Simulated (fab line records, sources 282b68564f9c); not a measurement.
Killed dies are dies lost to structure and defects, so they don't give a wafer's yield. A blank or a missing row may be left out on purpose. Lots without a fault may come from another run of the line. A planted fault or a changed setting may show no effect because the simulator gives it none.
A sampling plan put to the test | flow rit_cmos | one fab line, 34 faults that these records tell of, each judged on the records of the lots that it struck; 1 more is left out, because the records don't allow judging it
The plan is the line's own looks: the steps of the route at which a gauge or an inspection reads the wafer and doesn't change it. A look can be judged if struck wafers have a number there and the file gives its usual mean and standard deviation on fault-free wafers. Caught: at a look after the fault's first step, the mean of the struck wafers lies 4 or more of those standard deviations (sigma) from the usual mean. On the tool: the same test on the tool's own readings at the fault's steps. Another recipe on the struck wafers, or a record that is blank for them alone, also counts as caught.

THE FAULTS, as the simulator had put them in
1. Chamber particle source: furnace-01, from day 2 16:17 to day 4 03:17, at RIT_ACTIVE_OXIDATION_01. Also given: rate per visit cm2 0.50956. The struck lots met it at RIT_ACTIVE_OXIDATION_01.
2. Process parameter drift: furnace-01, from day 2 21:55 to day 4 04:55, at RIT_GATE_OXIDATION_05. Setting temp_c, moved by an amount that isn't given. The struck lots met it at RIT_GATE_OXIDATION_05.
3. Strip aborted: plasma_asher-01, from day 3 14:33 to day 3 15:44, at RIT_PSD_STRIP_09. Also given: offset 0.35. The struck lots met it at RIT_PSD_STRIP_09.
4. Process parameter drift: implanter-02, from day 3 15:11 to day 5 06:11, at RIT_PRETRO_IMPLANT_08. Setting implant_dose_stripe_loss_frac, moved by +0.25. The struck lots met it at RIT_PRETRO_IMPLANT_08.
5. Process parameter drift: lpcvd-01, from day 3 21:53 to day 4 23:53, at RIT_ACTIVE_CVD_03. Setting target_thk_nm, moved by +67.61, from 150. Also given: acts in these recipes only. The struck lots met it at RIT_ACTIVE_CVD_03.
6. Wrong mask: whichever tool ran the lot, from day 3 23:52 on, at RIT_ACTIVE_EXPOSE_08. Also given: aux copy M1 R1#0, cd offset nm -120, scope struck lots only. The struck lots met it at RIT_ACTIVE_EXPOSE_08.
7. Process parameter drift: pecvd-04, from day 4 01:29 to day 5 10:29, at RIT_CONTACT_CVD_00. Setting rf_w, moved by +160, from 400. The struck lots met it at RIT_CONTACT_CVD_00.
8. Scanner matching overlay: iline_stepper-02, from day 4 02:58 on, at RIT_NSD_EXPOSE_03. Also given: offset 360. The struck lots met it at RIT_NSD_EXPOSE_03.
9. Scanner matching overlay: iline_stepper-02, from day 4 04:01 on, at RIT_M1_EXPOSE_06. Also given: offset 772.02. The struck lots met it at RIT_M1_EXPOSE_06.
10. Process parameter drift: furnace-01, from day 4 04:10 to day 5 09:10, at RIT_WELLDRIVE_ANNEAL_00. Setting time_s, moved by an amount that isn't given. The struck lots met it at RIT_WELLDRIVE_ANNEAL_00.
11. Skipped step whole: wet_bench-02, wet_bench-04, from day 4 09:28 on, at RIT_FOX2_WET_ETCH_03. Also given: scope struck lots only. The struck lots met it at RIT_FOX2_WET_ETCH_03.
12. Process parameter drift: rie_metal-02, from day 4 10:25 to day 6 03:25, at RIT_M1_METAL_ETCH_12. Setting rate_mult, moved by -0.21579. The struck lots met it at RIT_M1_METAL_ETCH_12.
13. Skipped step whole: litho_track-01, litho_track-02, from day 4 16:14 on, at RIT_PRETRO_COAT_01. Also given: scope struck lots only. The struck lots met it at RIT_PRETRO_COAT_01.
14. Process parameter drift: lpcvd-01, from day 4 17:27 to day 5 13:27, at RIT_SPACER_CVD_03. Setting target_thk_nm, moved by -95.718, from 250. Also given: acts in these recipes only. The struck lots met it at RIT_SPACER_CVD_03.
15. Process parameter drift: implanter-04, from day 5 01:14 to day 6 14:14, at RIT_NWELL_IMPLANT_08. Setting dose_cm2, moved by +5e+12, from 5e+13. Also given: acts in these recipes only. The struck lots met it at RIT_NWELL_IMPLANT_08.
16. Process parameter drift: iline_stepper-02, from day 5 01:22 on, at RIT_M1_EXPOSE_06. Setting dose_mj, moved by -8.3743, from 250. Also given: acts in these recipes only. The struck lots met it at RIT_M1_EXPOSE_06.
17. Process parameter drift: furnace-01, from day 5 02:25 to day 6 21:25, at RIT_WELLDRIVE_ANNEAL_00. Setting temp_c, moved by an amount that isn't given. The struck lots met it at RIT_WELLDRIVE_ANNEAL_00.
18. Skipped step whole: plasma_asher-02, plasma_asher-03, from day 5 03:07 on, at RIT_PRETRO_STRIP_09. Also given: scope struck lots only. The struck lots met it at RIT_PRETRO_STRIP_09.
19. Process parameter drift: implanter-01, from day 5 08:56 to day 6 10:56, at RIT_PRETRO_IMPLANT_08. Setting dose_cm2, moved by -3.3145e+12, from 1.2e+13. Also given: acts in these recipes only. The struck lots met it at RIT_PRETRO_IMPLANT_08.
20. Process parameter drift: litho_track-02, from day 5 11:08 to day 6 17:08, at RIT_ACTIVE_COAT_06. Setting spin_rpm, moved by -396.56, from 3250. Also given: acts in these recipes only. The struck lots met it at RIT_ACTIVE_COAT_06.
21. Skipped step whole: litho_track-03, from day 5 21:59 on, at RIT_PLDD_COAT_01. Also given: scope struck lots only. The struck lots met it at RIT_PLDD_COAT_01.
22. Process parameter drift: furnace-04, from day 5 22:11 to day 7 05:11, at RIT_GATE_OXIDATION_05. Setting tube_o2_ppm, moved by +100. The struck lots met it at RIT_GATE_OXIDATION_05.
23. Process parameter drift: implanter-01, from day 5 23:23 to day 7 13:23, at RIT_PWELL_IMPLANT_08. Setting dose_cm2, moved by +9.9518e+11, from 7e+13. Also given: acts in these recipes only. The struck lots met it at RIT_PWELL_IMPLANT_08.
24. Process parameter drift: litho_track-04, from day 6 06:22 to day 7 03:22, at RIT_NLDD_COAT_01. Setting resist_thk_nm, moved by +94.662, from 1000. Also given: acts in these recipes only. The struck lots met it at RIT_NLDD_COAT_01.
25. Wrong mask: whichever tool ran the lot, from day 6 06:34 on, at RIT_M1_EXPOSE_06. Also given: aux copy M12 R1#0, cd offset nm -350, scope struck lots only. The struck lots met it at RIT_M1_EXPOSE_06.
26. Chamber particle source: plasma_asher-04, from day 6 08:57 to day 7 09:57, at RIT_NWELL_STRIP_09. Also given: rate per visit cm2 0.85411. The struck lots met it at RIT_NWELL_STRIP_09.
27. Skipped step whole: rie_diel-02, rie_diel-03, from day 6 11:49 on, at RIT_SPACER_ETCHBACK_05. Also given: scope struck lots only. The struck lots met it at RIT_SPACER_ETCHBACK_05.
28. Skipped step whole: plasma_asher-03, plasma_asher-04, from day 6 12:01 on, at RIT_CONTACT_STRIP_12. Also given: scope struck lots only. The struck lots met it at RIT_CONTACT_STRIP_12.
29. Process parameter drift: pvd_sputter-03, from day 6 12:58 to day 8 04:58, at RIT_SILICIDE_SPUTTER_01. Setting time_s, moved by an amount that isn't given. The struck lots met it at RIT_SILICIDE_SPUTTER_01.
30. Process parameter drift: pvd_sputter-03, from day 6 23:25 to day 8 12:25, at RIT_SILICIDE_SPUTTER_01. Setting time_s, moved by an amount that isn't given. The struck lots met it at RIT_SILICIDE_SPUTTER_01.
31. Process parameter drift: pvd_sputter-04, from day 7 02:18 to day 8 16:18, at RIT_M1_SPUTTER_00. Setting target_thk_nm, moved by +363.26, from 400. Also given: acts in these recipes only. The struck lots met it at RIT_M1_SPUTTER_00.
32. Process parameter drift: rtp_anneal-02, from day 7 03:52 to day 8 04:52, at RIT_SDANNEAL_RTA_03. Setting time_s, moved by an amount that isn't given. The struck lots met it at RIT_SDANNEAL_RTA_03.
33. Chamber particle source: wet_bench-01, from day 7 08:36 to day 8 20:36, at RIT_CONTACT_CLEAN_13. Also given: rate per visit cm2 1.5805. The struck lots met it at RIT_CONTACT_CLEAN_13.
34. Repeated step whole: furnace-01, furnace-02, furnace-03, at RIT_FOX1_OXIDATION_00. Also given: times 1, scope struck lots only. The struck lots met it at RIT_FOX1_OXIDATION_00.

WHAT THE PLAN SAW
fault | on the tool itself                               | first look that catches it                      | reading, sigma                                        | median hours from its first step to that look | hours from the fault's start to the first struck lot there | judged looks passed uncaught
1     | no reading that can be judged                    | none of the 2 looks that can be judged after it | -                                                     | -                                             | -                                                          | 2
2     | tube_center_temp_C +99 or beyond sigma           | RIT_GATE_THK_MEAS_07                            | GATE_OXIDE_THK +12                                    | 1.3                                           | 3                                                          | 0
3     | run_length_s -99 or beyond sigma                 | not the one look that can be judged after it    | -                                                     | -                                             | -                                                          | 1
4     | under 2 sigma                                    | none of the 7 looks that can be judged after it | -                                                     | -                                             | -                                                          | 7
5     | under 2 sigma                                    | RIT_ACTIVE_THK_MEAS_04                          | ACTIVE_NITRIDE_THK +46                                | 1.4                                           | 4                                                          | 0
6     | no reading that can be judged                    | RIT_ACTIVE_CD_MEAS_11                           | cd_nm -70                                             | 0.4                                           | 3                                                          | 0
7     | rf_fwd_power_W +99 or beyond sigma               | RIT_CONTACT_THK_MEAS_01                         | CONTACT_TEOS_THK +7.4                                 | 0.1                                           | 8                                                          | 0
8     | no reading that can be judged                    | RIT_NSD_OVL_MEAS_06                             | NSD_OVL +99 or beyond                                 | 0.4                                           | 14                                                         | 0
9     | no reading that can be judged                    | RIT_M1_OVL_MEAS_10                              | M1_OVL +99 or beyond                                  | 0.5                                           | 10                                                         | 0
10    | run_length_s -99 or beyond sigma                 | RIT_WELLDRIVE_RS_MEAS_01                        | NWELL_RS +13                                          | 5.1                                           | 2                                                          | 0
11    | no reading that can be judged                    | none of the 4 looks that can be judged after it | -                                                     | -                                             | -                                                          | 4
12    | under 2 sigma                                    | not the one look that can be judged after it    | strongest: cd_nm at RIT_M1_CD_MEAS_90, +3.1           | -                                             | -                                                          | 1
13    | the tool's record is blank for the struck wafers | no look after it can be judged                  | -                                                     | -                                             | -                                                          | 0
14    | no reading that can be judged                    | RIT_SPACER_THK_MEAS_04                          | SPACER_NITRIDE_THK -35                                | 1.9                                           | 12                                                         | 0
15    | dose_ions_cm2 +80 sigma                          | RIT_NWELL_TW_MEAS_10                            | NWELL_TW +7.7                                         | 0.3                                           | 12                                                         | 0
16    | exposure_dose_mJ_cm2 -30 sigma                   | not the one look that can be judged after it    | strongest: cd_nm at RIT_M1_CD_MEAS_09, +3.2           | -                                             | -                                                          | 1
17    | tube_center_temp_C -83 sigma                     | RIT_WELLDRIVE_RS_MEAS_01                        | NWELL_RS +11                                          | 5.1                                           | 10                                                         | 0
18    | no reading that can be judged                    | not the one look that can be judged after it    | -                                                     | -                                             | -                                                          | 1
19    | dose_ions_cm2 -99 or beyond sigma                | RIT_PRETRO_TW_MEAS_10                           | PRETRO_TW -14                                         | 0.3                                           | 4                                                          | 0
20    | spin_speed_rpm -99 or beyond sigma               | RIT_ACTIVE_CD_MEAS_11                           | cd_nm +4.2                                            | 0.8                                           | 9                                                          | 0
21    | the tool's record is blank for the struck wafers | RIT_NSD_TW_MEAS_10                              | NSD_TW +11                                            | 5.5                                           | 6                                                          | 0
22    | no reading that can be judged                    | RIT_GATE_THK_MEAS_07                            | GATE_OXIDE_THK +4.1                                   | 1.6                                           | 7                                                          | 0
23    | dose_ions_cm2 +11 sigma                          | not the one look that can be judged after it    | strongest: PWELL_RS at RIT_WELLDRIVE_RS_MEAS_02, -3.5 | -                                             | -                                                          | 1
24    | under 2 sigma                                    | not the one look that can be judged after it    | -                                                     | -                                             | -                                                          | 1
25    | no reading that can be judged                    | RIT_M1_CD_MEAS_09                               | cd_nm -99 or beyond                                   | 0.4                                           | 3                                                          | 0
26    | under 2 sigma                                    | no look after it can be judged                  | -                                                     | -                                             | -                                                          | 0
27    | no reading that can be judged                    | no look after it can be judged                  | -                                                     | -                                             | -                                                          | 0
28    | no reading that can be judged                    | not the one look that can be judged after it    | -                                                     | -                                             | -                                                          | 1
29    | under 2 sigma                                    | RIT_SILICIDE_RS_MEAS_02                         | SILICIDE_TI_RS +21                                    | 0.2                                           | 6                                                          | 0
30    | under 2 sigma                                    | RIT_SILICIDE_RS_MEAS_02                         | SILICIDE_TI_RS -4.1                                   | 0.2                                           | 4                                                          | 0
31    | under 2 sigma                                    | RIT_M1_RS_MEAS_01                               | M1_AL_RS -39                                          | 0.3                                           | 4                                                          | 0
32    | under 2 sigma                                    | RIT_SDANNEAL_RS_MEAS_04                         | PSD_RS -99 or beyond                                  | 0.1                                           | 5                                                          | 0
33    | no reading that can be judged                    | no look after it can be judged                  | -                                                     | -                                             | -                                                          | 0
34    | under 2 sigma                                    | RIT_FOX1_THK_MEAS_01                            | FOX1_OXIDE_THK +24                                    | 2.8                                           | -                                                          | 0
A dash: the fault isn't caught, or these records don't give the number.

Caught at a look: 20 of 34. Caught on the tool: 12 of 34. By one or the other: 24 of 34.
Caught on the tool alone: faults 3, 13, 16, 23.
Caught at a look alone: faults 5, 6, 8, 9, 14, 22, 25, 29, 30, 31, 32, 34.
Caught by neither: faults 1, 4, 11, 12, 18, 24, 26, 27, 28, 33.

THINNER SAMPLING
If the look that catches a fault measured only every second or every third lot, by lot number, the first struck lot would be measured this late in the worst case:
fault | struck lots at that look, in order of time | every lot | every second lot | every third lot
2     | L443, L444, L445                           | 3 h       | 8 h              | 17 h
5     | L766, L767, L769                           | 4 h       | 9 h              | may miss all 3
6     | L777                                       | 3 h       | may miss it      | may miss it
7     | L853, L856                                 | 8 h       | 21 h             | may miss all 2
8     | L955, L958                                 | 14 h      | 28 h             | may miss all 2
9     | L769, L774, L775                           | 10 h      | 34 h             | may miss all 3
10    | L264, L265, L268                           | 2 h       | 8 h              | may miss all 3
14    | L219, L220                                 | 12 h      | 18 h             | may miss all 2
15    | L330, L331                                 | 12 h      | 16 h             | may miss all 2
17    | L305, L306                                 | 10 h      | 17 h             | may miss all 2
19    | L790, L791                                 | 4 h       | 7 h              | may miss all 2
20    | L886, L889                                 | 9 h       | 24 h             | may miss all 2
21    | L943, L944                                 | 6 h       | 13 h             | may miss all 2
22    | L306, L307                                 | 7 h       | 11 h             | may miss all 2
25    | L855                                       | 3 h       | may miss it      | may miss it
29    | L588, L590                                 | 6 h       | may miss all 2   | may miss all 2
30    | L761, L763                                 | 4 h       | may miss all 2   | may miss all 2
31    | L432, L434                                 | 4 h       | may miss all 2   | may miss all 2
32    | L744, L746                                 | 5 h       | may miss all 2   | may miss all 2
Hours are from the fault's start to the first struck lot that is measured. The limit of 4 sigma was tested on all struck wafers together, so one lot alone may lie under it. Other struck lots may not be in these records.

THE LONGEST TIMED WAY FROM STEP TO LOOK
Fault 21: a median of 5.5 hours passes between RIT_PLDD_COAT_01 and RIT_NSD_TW_MEAS_10. No look between them can be judged.
